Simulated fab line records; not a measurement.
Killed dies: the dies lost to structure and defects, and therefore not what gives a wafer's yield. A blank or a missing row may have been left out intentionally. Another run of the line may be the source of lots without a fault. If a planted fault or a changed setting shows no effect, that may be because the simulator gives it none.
fab line records	flow rit_cmos
[record] lots = 5	wafers = 15	last_day = 7
route steps=202 shown FOX2@25 NWELL@28 PWELL@39 WELLDRIVE@50 NRETRO@53 M1@202
lots untouched by any fault: they come from a run of this same line in which no faults occurred
start_h: start of the lot's first displayed wafer, in hours after the record's first day	wait_h: hours elapsed since this lot's preceding step	" repeats the value in the row above	L1.1+2: a row that stands for several wafers	- either no value or no given start	* or withheld: withheld	< > ~ a bound
route shown NAME@n: a module of which the file shows steps, and the number in the route of the first	usual: mean and standard deviation over wafers with no fault	same: alike in all rows	chamber/n: place in a boat	sites: per-site readings	_std_site: the standard deviation of these	_edge_site: outer sites' mean less inner sites'	radius_mm: for every site, how far away it sits from the centre of the wafer	mask NAME#n: copy n	behind: the most recent tool/chamber to have shaped the wafer	hold: why the lot was held/for how many hours/how that ended	device: transistor that didn't switch, given as n, p or np	end of line: tests run on the same wafers once the route is complete	a step without rows: its recipe alone	killed: not the wafer's yield, but the dies lost to structure and defects at the first sort	map: per-die view of a wafer (x killed, . not killed, _ where there is no die)
set.NAME: the setting that was run; set.NAME@STEP: the one run at that earlier step	model.NAME: the simulator's own value behind a step, which no gauge read
certain route steps with their lots: each step a table, each wafer a row
services: when a tool's chamber went out of use (start_h, in hours from the record's first day, below 0 if earlier), for how many hours, and the reason
[[steps]]
[step RIT_FOX2_CLEAN_02]
[recipe] chemistry = dHF	dilution = 50:1	time_s = 180
[step RIT_FOX2_WET_ETCH_03]
[recipe] chemistry = H3PO4	target = Si3N4	target_depth_nm = 195	temp_c = 165	time_s = 2700
[step RIT_FOX2_THK_MEAS_90]
[recipe] reads = SiO2_of_FOX2_OXIDATION_00
[usual] FIELD_OXIDE_LEFT_1_THK = 319/6.5
lot.wafer	tool	chamber	start_h	wait_h	FIELD_OXIDE_LEFT_1_THK[nm]
L287.1	film_metro-03	-	27.25	0.0	321
L287.4	"	-	"	"	319
L287.5	"	-	"	"	318
L293.3	film_metro-02	-	55.83	0.0	333
L293.4	"	-	"	"	332
L293.6	"	-	"	"	333
L299.1	film_metro-03	-	84.42	0.0	329
L299.3	"	-	"	"	324
L299.6	"	-	"	"	321
L300.1	film_metro-01	-	91.17	0.0	314
L300.2	"	-	"	"	312
L300.3	"	-	"	"	310
L309.3	film_metro-03	-	134.22	0.0	317
L309.4	"	-	"	"	317
L309.5	"	-	"	"	317
[step RIT_NWELL_HMDS_00]
[recipe] prime_time_s = 60	prime_temp_c = 140
[step RIT_NWELL_COAT_01]
[recipe] resist = NOVOLAK	spin_rpm = 2000	resist_thk_nm = 1300
[step RIT_NWELL_SOFTBAKE_02]
[recipe] resist = NOVOLAK	temp_c = 90	time_s = 60
[step RIT_NWELL_EXPOSE_03]
[recipe] mask_id = M2	na = 0.57	target_cd_nm = 43900	dose_mj = 250
[step RIT_NWELL_PEB_04]
[recipe] resist = NOVOLAK	temp_c = withheld	time_s = withheld
[step RIT_NWELL_DEVELOP_05]
[recipe] resist = NOVOLAK	develop_time_s = 68	dev_temp_c = 23.32
[step RIT_NWELL_OVL_MEAS_06]
[usual] NWELL_OVL = 0.2/1.4
lot.wafer	tool	chamber	start_h	wait_h	NWELL_OVL[nm]
L287.1	overlay-01	-	28.31	-	-1.7
L287.4	"	-	"	"	-1.9
L287.5	"	-	"	"	-1.5
L293.3	overlay-02	-	56.88	-	2.0
L293.4	"	-	"	"	2.4
L293.6	"	-	"	"	3.0
L299.1	overlay-02	-	85.48	-	0.1
L299.3	"	-	"	"	0.4
L299.6	"	-	"	"	1.3
L300.1	overlay-01	-	92.11	-	1.4
L300.2	"	-	"	"	2.0
L300.3	"	-	"	"	0.0
L309.3	overlay-02	-	135.28	-	0.5
L309.4	"	-	"	"	0.7
L309.5	"	-	"	"	-1.0
[step RIT_NWELL_HARDBAKE_07]
[recipe] resist = NOVOLAK	temp_c = 140	time_s = 120
[step RIT_NWELL_IMPLANT_08]
[recipe] species = P	energy_kev = 171.3	dose_cm2 = 5e+13	tilt_deg = 7
[step RIT_NWELL_STRIP_09]
[recipe] chemistry = O2	time_s = 180	resist = NOVOLAK	platen_temp_c = withheld	power_w = 500	pressure_mtorr = 4000	o2_flow_sccm = 4000
[usual] drypump_motor_current_A = 5.7/0.5	run_length_s = 208.4/0.53
lot.wafer	tool	chamber	start_h	wait_h	drypump_motor_current_A	rf_hours_counter_h	run_length_s	model.NOVOLAK_of_NWELL_COAT_01.thk_nm
L287.1	plasma_asher-02	0	28.75	0.1	6.5	42	208.9	0
L287.4	"	0	"	"	6.5	-	208.9	0
L287.5	"	0	"	"	6.6	-	208.5	0
L293.3	plasma_asher-01	0	57.36	0.1	5.9	-	208.8	0
L293.4	"	1	"	"	4.9	-	208.2	0
L293.6	"	0	"	"	5.9	-	209.2	0
L299.1	plasma_asher-02	1	85.92	0.1	5.8	50	72.0	334.3
L299.3	"	0	"	"	6.5	-	72.3	336
L299.6	"	1	"	"	5.8	-	72.2	335.2
L300.1	plasma_asher-04	0	92.54	0.1	5.6	27	208.6	0
L300.2	"	1	"	"	5.4	27	207.6	0
L300.3	"	1	"	"	5.4	-	207.6	0
L309.3	plasma_asher-01	0	135.76	0.1	5.9	-	209.4	0
L309.4	"	1	"	"	4.9	-	208.1	0
L309.5	"	0	"	"	5.9	-	208.9	0
[step RIT_NWELL_TW_MEAS_10]
[usual] NWELL_TW = 2142/9
lot.wafer	tool	chamber	start_h	wait_h	NWELL_TW
L287.1	film_metro-02	-	28.92	0.1	2140
L287.4	"	-	"	"	2144
L287.5	"	-	"	"	2150
L293.3	film_metro-02	-	57.50	0.1	2139
L293.4	"	-	"	"	2125
L293.6	"	-	"	"	2146
L299.1	film_metro-04	-	86.09	0.1	2141
L299.3	"	-	"	"	2133
L299.6	"	-	"	"	2148
L300.1	film_metro-02	-	92.72	0.1	2131
L300.2	"	-	"	"	2130
L300.3	"	-	"	"	2142
L309.3	film_metro-04	-	135.90	0.1	2137
L309.4	"	-	"	"	2136
L309.5	"	-	"	"	2132
[step RIT_PWELL_HMDS_00]
[recipe] prime_time_s = 60	prime_temp_c = 140
[step RIT_PWELL_COAT_01]
[recipe] resist = NOVOLAK	spin_rpm = 2000	resist_thk_nm = 1300
[step RIT_PWELL_SOFTBAKE_02]
[recipe] resist = NOVOLAK	temp_c = 90	time_s = 60
[step RIT_PWELL_EXPOSE_03]
[recipe] mask_id = M3	na = 0.57	target_cd_nm = 43700	dose_mj = 250
[step RIT_PWELL_PEB_04]
[recipe] resist = NOVOLAK	temp_c = withheld	time_s = withheld
[step RIT_PWELL_DEVELOP_05]
[recipe] resist = NOVOLAK	develop_time_s = 68	dev_temp_c = 23
[step RIT_PWELL_OVL_MEAS_06]
[usual] PWELL_OVL = 0.7/1.3
lot.wafer	tool	chamber	start_h	wait_h	PWELL_OVL[nm]
L287.1	overlay-01	-	29.86	-	1.5
L287.4	"	-	"	"	-0.6
L287.5	"	-	"	"	0.4
L293.3	overlay-02	-	58.43	-	1.7
L293.4	"	-	"	"	0.2
L293.6	"	-	"	"	-0.3
L299.1	overlay-01	-	87.11	-	0.7
L299.3	"	-	"	"	1.2
L299.6	"	-	"	"	0.7
L300.1	overlay-01	-	93.66	-	-0.3
L300.2	"	-	"	"	1.3
L300.3	"	-	"	"	0.3
L309.3	overlay-01	-	136.83	-	-0.9
L309.4	"	-	"	"	-0.2
L309.5	"	-	"	"	2.3
[step RIT_PWELL_HARDBAKE_07]
[recipe] resist = NOVOLAK	temp_c = 140	time_s = 120
[step RIT_PWELL_IMPLANT_08]
[recipe] species = B	energy_kev = 170	dose_cm2 = 7e+13	tilt_deg = 7
[step RIT_PWELL_STRIP_09]
[recipe] chemistry = O2	time_s = 180	resist = NOVOLAK	platen_temp_c = withheld	power_w = 500	pressure_mtorr = 4000	o2_flow_sccm = 4000
[usual] drypump_motor_current_A = 5.54/0.3	run_length_s = 208.6/0.47
lot.wafer	tool	chamber	start_h	wait_h	drypump_motor_current_A	rf_hours_counter_h	run_length_s
L287.1	plasma_asher-03	1	30.30	0.1	5.62	29	209.4
L287.4	"	1	"	"	5.60	-	208.8
L287.5	"	0	"	"	5.69	-	208.5
L293.3	plasma_asher-04	0	58.92	0.1	5.66	-	208.7
L293.4	"	1	"	"	5.41	-	207.9
L293.6	"	0	"	"	5.63	-	208.7
L299.1	plasma_asher-03	1	87.54	0.1	5.67	34	209.1
L299.3	"	0	"	"	5.69	-	208.5
L299.6	"	1	"	"	5.59	-	209.1
L300.1	plasma_asher-01	0	94.13	0.1	5.88	49	209.0
L300.2	"	1	"	"	4.91	49	208.1
L300.3	"	0	"	"	5.88	-	208.9
L309.3	plasma_asher-01	0	137.31	0.1	5.86	-	209.0
L309.4	"	1	"	"	4.94	-	208.0
L309.5	"	0	"	"	5.87	-	208.9
[step RIT_PWELL_TW_MEAS_10]
[usual] PWELL_TW = 952/4.9
lot.wafer	tool	chamber	start_h	wait_h	PWELL_TW
L287.1	film_metro-01	-	30.47	0.1	962
L287.4	"	-	"	"	952
L287.5	"	-	"	"	949
L293.3	film_metro-01	-	59.05	0.1	952
L293.4	"	-	"	"	951
L293.6	"	-	"	"	957
L299.1	film_metro-01	-	87.72	0.1	953
L299.3	"	-	"	"	952
L299.6	"	-	"	"	947
L300.1	film_metro-02	-	94.31	0.1	944
L300.2	"	-	"	"	947
L300.3	"	-	"	"	950
L309.3	film_metro-02	-	137.45	0.1	940
L309.4	"	-	"	"	947
L309.5	"	-	"	"	942
[step RIT_WELLDRIVE_ANNEAL_00]
[recipe] temp_c = 1100	time_s = 14700	ambient = N2
[step RIT_WELLDRIVE_RS_MEAS_01]
[recipe] thk_meas_gauge = four-point-probe
[usual] NWELL_RS = 275.1/0.73
lot.wafer	tool	chamber	start_h	wait_h	NWELL_RS[ohm/sq]
L287.1	film_metro-04	-	35.62	0.0	276.0
L287.4	"	-	"	"	275.4
L287.5	"	-	"	"	275.4
L293.3	film_metro-02	-	64.22	0.0	274.9
L293.4	"	-	"	"	275.3
L293.6	"	-	"	"	275.8
L299.1	film_metro-01	-	93.74	0.0	274.0
L299.3	"	-	"	"	274.6
L299.6	"	-	"	"	273.9
L300.1	film_metro-02	-	100.14	0.0	274.4
L300.2	"	-	"	"	274.4
L300.3	"	-	"	"	274.3
L309.3	film_metro-04	-	142.61	0.0	274.7
L309.4	"	-	"	"	274.6
L309.5	"	-	"	"	274.2
[step RIT_WELLDRIVE_RS_MEAS_02]
[recipe] thk_meas_gauge = four-point-probe
[usual] PWELL_RS = 429.1/1.1
lot.wafer	tool	chamber	start_h	wait_h	PWELL_RS[ohm/sq]
L287.1	film_metro-04	-	35.74	0.1	431.2
L287.4	"	-	"	"	429.9
L287.5	"	-	"	"	432.5
L293.3	film_metro-02	-	64.34	0.1	429.8
L293.4	"	-	"	"	430.6
L293.6	"	-	"	"	429.1
L299.1	film_metro-01	-	93.86	0.1	428.0
L299.3	"	-	"	"	429.7
L299.6	"	-	"	"	429.0
L300.1	film_metro-02	-	100.26	0.1	428.9
L300.2	"	-	"	"	427.2
L300.3	"	-	"	"	429.2
L309.3	film_metro-04	-	142.73	0.1	430.9
L309.4	"	-	"	"	431.2
L309.5	"	-	"	"	431.5
[step RIT_NRETRO_HMDS_00]
[recipe] prime_time_s = 60	prime_temp_c = 140
[step RIT_NRETRO_COAT_01]
[recipe] resist = NOVOLAK	spin_rpm = 2000	resist_thk_nm = 1300
[step RIT_NRETRO_SOFTBAKE_02]
[recipe] resist = NOVOLAK	temp_c = 90	time_s = 60
[step RIT_NRETRO_EXPOSE_03]
[recipe] mask_id = M4	na = 0.57	target_cd_nm = 43900	dose_mj = 250
[step RIT_NRETRO_PEB_04]
[recipe] resist = NOVOLAK	temp_c = withheld	time_s = withheld
[step RIT_NRETRO_DEVELOP_05]
[recipe] resist = NOVOLAK	develop_time_s = 68	dev_temp_c = 23
[step RIT_NRETRO_OVL_MEAS_06]
[usual] NRETRO_OVL = 1.1/1.4
lot.wafer	tool	chamber	start_h	wait_h	NRETRO_OVL[nm]
L287.1	overlay-02	-	36.83	-	1.5
L287.4	"	-	"	"	2.1
L287.5	"	-	"	"	0.7
L293.3	overlay-02	-	65.31	-	1.2
L293.4	"	-	"	"	1.0
L293.6	"	-	"	"	0.6
L299.1	overlay-01	-	94.99	-	0.9
L299.3	"	-	"	"	2.5
L299.6	"	-	"	"	0.5
L300.1	overlay-01	-	101.36	-	2.4
L300.2	"	-	"	"	-0.1
L300.3	"	-	"	"	1.0
L309.3	overlay-02	-	143.70	-	-0.2
L309.4	"	-	"	"	0.9
L309.5	"	-	"	"	1.1
[step RIT_NRETRO_HARDBAKE_07]
[recipe] resist = NOVOLAK	temp_c = 140	time_s = 120
[step RIT_NRETRO_IMPLANT_08]
[recipe] species = P	energy_kev = 70.83	dose_cm2 = 1e+13	tilt_deg = 7
[step RIT_NRETRO_STRIP_09]
[recipe] chemistry = O2	time_s = 180	resist = NOVOLAK	platen_temp_c = withheld	power_w = 500	pressure_mtorr = 4000	o2_flow_sccm = 4000
[usual] drypump_motor_current_A = 5.8/0.44	run_length_s = 208.6/0.42
lot.wafer	tool	chamber	start_h	wait_h	drypump_motor_current_A	rf_hours_counter_h	run_length_s
L287.1	plasma_asher-02	1	37.27	0.1	5.8	43	207.9
L287.4	"	0	"	"	6.6	-	209.1
L287.5	"	1	"	"	5.8	-	207.9
L293.3	plasma_asher-01	1	65.79	0.1	4.9	-	208.1
L293.4	"	0	"	"	5.9	-	208.8
L293.6	"	0	"	"	5.9	-	209.1
L299.1	plasma_asher-02	0	95.53	0.1	6.6	51	208.5
L299.3	"	0	"	"	6.5	-	208.5
L299.6	"	1	"	"	5.8	-	208.4
L300.1	plasma_asher-03	0	101.80	0.1	5.7	36	208.1
L300.2	"	1	"	"	5.6	36	208.7
L300.3	"	0	"	"	5.7	-	208.1
L309.3	plasma_asher-03	0	144.19	0.1	5.7	-	208.7
L309.4	"	1	"	"	5.6	-	208.8
L309.5	"	1	"	"	5.6	-	208.7
[step RIT_NRETRO_TW_MEAS_10]
[usual] NRETRO_TW = 1048/8.7
lot.wafer	tool	chamber	start_h	wait_h	hold	NRETRO_TW
L287.1	film_metro-03	-	37.44	0.1	-	1041
L287.4	"	-	"	"	-	1040
L287.5	"	-	"	"	-	1046
L293.3	film_metro-03	-	65.93	0.1	-	1038
L293.4	"	-	"	"	-	1039
L293.6	"	-	"	"	-	1032
L299.1	film_metro-04	-	95.71	0.1	await_dispo/0.2h/release	31
L299.3	"	-	"	"	await_dispo/0.2h/release	31
L299.6	"	-	"	"	await_dispo/0.2h/release	31
L299.1	film_metro-04	-	95.93	0.2	-	31
L299.3	"	-	"	"	-	31
L299.6	"	-	"	"	-	31
L300.1	film_metro-01	-	101.97	0.1	-	1057
L300.2	"	-	"	"	-	1056
L300.3	"	-	"	"	-	1054
L309.3	film_metro-03	-	144.32	0.1	-	1043
L309.4	"	-	"	"	-	1039
L309.5	"	-	"	"	-	1038
[step RIT_M1_PROBE_99]
[usual] defect_limited_yield = 97.5/1.2	killed_at_contacts = 0.1/0.29	killed_at_front_end = 7/3	killed_dies = 7/3	killed_open = 3.2/2	killed_short = 3.5/2.1	sort_bin_3_pad_short = 0.1/0.23	sort_bin_5_function = 1.4/0.78	sort_bin_6_memory = 1.0/0.65	sort_n_pass = 257/3	sort_yield_pct = 97.5/1.2
[same] gross_dies = 264	killed_at_M0_to_M3 = 0	killed_at_M4_up = 0	killed_at_back_side = 0	killed_at_other = 0
lot.wafer	tool	chamber	start_h	wait_h	defect_limited_yield[%]	killed_at_contacts	killed_at_front_end	killed_dies	killed_open	killed_short	sort_bin_3_pad_short[%]	sort_bin_5_function[%]	sort_bin_6_memory[%]	sort_n_pass	sort_yield_pct[%]
L287.1	prober-01	-	64.22	0.1	96.6	0	9	9	6	3	0	1.9	1.5	255	96.6
L287.4	prober-01	-	64.37	0.2	99.2	0	2	2	1	1	0	0.4	0.4	262	99.2
L287.5	prober-01	-	64.42	0.2	97.0	0	8	8	4	4	0	1.5	1.5	256	97.0
L293.3	prober-01	-	98.61	0.2	97.7	0	6	6	3	3	0.4	0.8	1.1	258	97.7
L293.4	prober-01	-	98.66	0.2	95.5	0	12	12	8	4	0.4	1.5	2.7	252	95.5
L293.6	prober-01	-	98.76	0.2	97.7	0	6	6	3	3	0	1.5	0.8	258	97.7
L300.1	prober-02	-	130.56	0.1	96.2	0	10	10	5	5	0	2.3	1.5	254	96.2
L300.2	prober-02	-	130.61	0.1	97.7	0	6	6	2	4	0.4	1.5	0.4	258	97.7
L300.3	prober-02	-	130.66	0.2	95.5	0	12	12	5	7	0.8	1.1	2.7	252	95.5
L309.3	prober-01	-	173.41	0.2	98.1	0	5	5	3	2	0	1.9	0	259	98.1
L309.4	prober-01	-	173.46	0.2	97.0	0	8	8	4	4	0	1.5	1.5	256	97.0
L309.5	prober-01	-	173.51	0.2	96.6	1	8	9	3	6	0.4	1.9	1.1	255	96.6
// killed by level:class
L287.1 GATE:geometric_particle:short=3 GATE:geometric_particle:open=2 REOX:geometric_particle:open=2 SPACER:geometric_particle:open=1 SILICIDE:geometric_particle:open=1
L287.4 FOX1:geometric_particle:short=1 GATE:geometric_particle:open=1
L287.5 GATE:geometric_particle:open=4 REOX:geometric_particle:short=3 GATE:geometric_particle:short=1
L293.3 GATE:geometric_particle:short=2 FOX1:geometric_particle:open=1 GATE:geometric_particle:open=1 REOX:geometric_particle:short=1 REOX:geometric_particle:open=1
L293.4 GATE:geometric_particle:open=3 FOX1:geometric_particle:open=2 GATE:geometric_particle:short=2 FOX1:geometric_particle:short=1 FOX2:geometric_particle:open=1 REOX:geometric_particle:open=1 SPACER:geometric_particle:open=1 SILICIDE:geometric_particle:short=1
L293.6 REOX:geometric_particle:open=2 FOX1:geometric_particle:short=1 FOX2:geometric_particle:short=1 GATE:geometric_particle:short=1 SPACER:geometric_particle:open=1
L300.1 FOX1:geometric_particle:open=3 GATE:geometric_particle:short=2 REOX:geometric_particle:short=2 FOX2:geometric_particle:open=1 FOX2:geometric_particle:short=1 GATE:geometric_particle:open=1
L300.2 FOX2:geometric_particle:short=1 GATE:geometric_particle:open=1 GATE:geometric_particle:short=1 REOX:geometric_particle:short=1 SPACER:geometric_particle:open=1 SPACER:geometric_particle:short=1
L300.3 REOX:geometric_particle:short=3 FOX1:geometric_particle:open=2 GATE:geometric_particle:open=2 GATE:geometric_particle:short=2 FOX2:geometric_particle:short=1 REOX:geometric_particle:open=1 SPACER:geometric_particle:short=1
L309.3 FOX1:geometric_particle:open=1 GATE:geometric_particle:open=1 SPACER:geometric_particle:open=1 SPACER:geometric_particle:short=1 SILICIDE:geometric_particle:short=1
L309.4 GATE:geometric_particle:short=2 GATE:geometric_particle:open=2 FOX2:geometric_particle:open=1 FOX2:geometric_particle:short=1 REOX:geometric_particle:open=1 SPACER:geometric_particle:short=1
L309.5 GATE:geometric_particle:short=4 FOX1:geometric_particle:short=1 FOX2:geometric_particle:short=1 GATE:geometric_particle:open=1 SILICIDE:geometric_particle:open=1 CONTACT:geometric_particle:open=1
[[services]]
tool	chamber	start_h	hours	kind
plasma_asher-04	-	28.62	1.2	repair
plasma_asher-01	-	29.62	2.8	pm
plasma_asher-04	-	53.58	5.2	repair
plasma_asher-03	-	56.99	10.5	repair
plasma_asher-04	-	67.21	15.6	pm
plasma_asher-04	-	96.40	2.3	repair
plasma_asher-02	-	108.75	9.0	pm
plasma_asher-02	0	108.75	9.0	vent_cycle
plasma_asher-02	1	108.75	9.0	vent_cycle
plasma_asher-02	0	117.75	-	clean
plasma_asher-02	1	117.75	-	clean
plasma_asher-01	-	129.00	5.6	repair
[[key]]
[first_sign] step = RIT_NWELL_STRIP_09	reading = run_length_s	direction = down	sigmas = 99+	usual = *	struck = *
[effect] step = RIT_NRETRO_TW_MEAS_10	reading = NRETRO_TW	direction = down	sigmas = 99+	usual = 1048	struck = 31
[model_effect] step = RIT_NWELL_STRIP_09	value = NOVOLAK_of_NWELL_COAT_01.thk_nm	without = 0	struck = 335.2
met_at RIT_NWELL_STRIP_09
struck_wafers L299.1,L299.3,L299.6
scrapped_behind RIT_NRETRO_TW_MEAS_10 L299.1,L299.3,L299.6
onset_between 28.75 85.92
[fault] kind = strip_aborted	tool = plasma_asher-02	chamber = -	onset_h = 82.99	steps = RIT_NWELL_STRIP_09	offset = 0.6	end_h = 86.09
